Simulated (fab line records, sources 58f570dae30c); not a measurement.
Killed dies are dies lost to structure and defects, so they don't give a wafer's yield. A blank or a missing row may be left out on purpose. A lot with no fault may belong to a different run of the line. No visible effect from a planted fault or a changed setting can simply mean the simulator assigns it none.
Which tool was responsible? / flow berkeley cmos170 / Sampling: 7 lots, 21 wafers, 2 of 331 route steps

== WHAT THE GAUGES SHOWED, per wafer ==
UCB170_GATE_OVL_MEAS_13.
lot=L924; measured=day 7 02:40; on=overlay-02; GATE_OVL (nm)=1 -6 3
lot=L925; measured=day 7 17:40; on=overlay-01; GATE_OVL (nm)=-3 0 3
lot=L928; measured=day 8 05:21; on=overlay-01; GATE_OVL (nm)=1 -9 -1
lot=L932; measured=day 9 05:28; on=overlay-02; GATE_OVL (nm)=3 4 -5
lot=L938; measured=day 10 12:57; on=overlay-02; GATE_OVL (nm)=-4 -5 0
lot=L939; measured=day 10 21:40; on=overlay-02; GATE_OVL (nm)=7 -3 2
lot=L945; measured=day 11 21:52; on=overlay-01; GATE_OVL (nm)=-7 -4 3

== EACH LOT AND THE TOOL THAT RAN IT (in order: tool; ch and the chambers of the sampled wafers; start) ==
lot=L924; UCB170_NWELL_HMDS_06=litho track-01 ch 0, day 2 12:07
lot=L925; UCB170_NWELL_HMDS_06=litho track-01 ch 0, day 2 22:27
lot=L928; UCB170_NWELL_HMDS_06=litho track-01 ch 0, day 3 16:47
lot=L932; UCB170_NWELL_HMDS_06=litho track-04 ch 0, day 4 03:31
lot=L938; UCB170_NWELL_HMDS_06=litho track-04 ch 0, day 5 16:16
lot=L939; UCB170_NWELL_HMDS_06=litho track-04 ch 0, day 5 22:04
lot=L945; UCB170_NWELL_HMDS_06=litho track-02 ch 0, day 6 22:58
- UCB170_NWELL_HMDS_06: prime time 60 s.

== THE ANSWER, worked out from the rows above alone ==
Rule: what is usual is taken from the lots themselves. Put in order of their means at a reading, lots are off if they are a third of the lots or fewer, leave a main group of 4 or more, and stand apart from it by a gap of 3 or more times the standard deviation of the main group's means; of several such gaps the widest counts. The tables above print the reading to a certain number of digits; a main group whose means all agree to those digits is not used. Also off: a lot with no number at a reading for which 4 or more lots have one. The other lots that the step has rows for count as sound.
Across all readings shown, no lot is off: no conclusion can be drawn from this.

== WHAT THE SIMULATOR HAD INSERTED ==
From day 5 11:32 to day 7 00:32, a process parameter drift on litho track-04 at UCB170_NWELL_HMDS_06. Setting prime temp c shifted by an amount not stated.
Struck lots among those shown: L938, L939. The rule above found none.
